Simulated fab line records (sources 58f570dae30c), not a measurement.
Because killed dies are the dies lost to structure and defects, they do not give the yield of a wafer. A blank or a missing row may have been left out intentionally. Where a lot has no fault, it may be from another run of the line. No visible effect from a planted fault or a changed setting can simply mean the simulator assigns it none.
8D (eight disciplines) problem report, filled in by code	flow berkeleyCmos170	the parts of the form that need people (team, actions taken, sign-off) are left out

## 1. THE PROBLEM
Wafers without a fault read 3e+12, standard deviation 3.3e+09; doseIonsCm2 at UCB170_NVT_IMPLANT_07 reads a mean of 3e+12 on 6 wafers belonging to 2 lots. That is -46 standard deviations from the usual mean.
Seen first at day 8 11:40 on implanter-04, wafer L963.2. The record holds 42 wafers of 14 lots with a number at this step. Rule for "out" (also "out of limits"): further than 4 standard deviations from the usual mean. All remaining wafers that have a number are taken as sound.

## 2. WHAT IT IS; WHAT IT IS NOT
question	is	is not
which readings at this step	doseIonsCm2	-
which lots	L963, L967	L956, L958, L959, L961, L969, L971, L972, L973, L974, L975, L976, L977
which wafers of those lots	all that have a number	-
read on which tools	implanter-04	implanter-01, implanter-02
when	from day 8 11:40	up to then (12 sound wafers); but 24 sound wafers of L969, L971, L972, L973, L974, L975, L976, L977 came after

## 3. THE SUSPECTS, EACH WITH WHAT RULES IT OUT
Counting: a tool at a process step up to the reading stays a suspect if it ran every lot that is out and no sound lot after the first of them.
- implanter-04 at UCB170_NVT_IMPLANT_07: kept. It processed each lot that is out, first L963 at day 8 11:40, and no sound lot thereafter; up to then, the last sound lot it processed was L959 at day 7 01:35. Its own doseIonsCm2 readings are out on those wafers.
Remaining after the count: implanter-04 at UCB170_NVT_IMPLANT_07.

## 4. THE CAUSE (what the simulator had put in)
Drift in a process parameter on implanter-04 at UCB170_NVT_IMPLANT_07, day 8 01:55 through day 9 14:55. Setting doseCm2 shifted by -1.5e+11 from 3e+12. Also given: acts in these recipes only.
After counting, this tool was the only one left.

## 5. THE EFFECT CHAIN, in route order
Each row: a reading whose mean over the struck wafers that have a number lies more than 3 standard deviations from the usual. Only readings for which the record gives a usual standard deviation are gone through. hours: the time from each lot's start at the first step in this table that gives one to its start at this step, as a median over the lots. sigmas: the change in usual standard deviations.
hours	step	reading	usual	on struck wafers	change	sigmas
0	UCB170_NVT_IMPLANT_07	doseIonsCm2	3e+12	3e+12	-2e+11	-46
Process steps it contains:
- UCB170_NVT_IMPLANT_07
Later measuring or inspecting steps at which every struck wafer that the step has a row for has a number for every such reading, and none has moved that far: UCB170_V1_CD_MEAS_12, UCB170_M3_CD_MEAS_15.

## 6. HOW IT WOULD HAVE BEEN CAUGHT EARLIER
In this record the first reading out of limits was taken at day 8 11:40, 10 hours after the fault began at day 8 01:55.
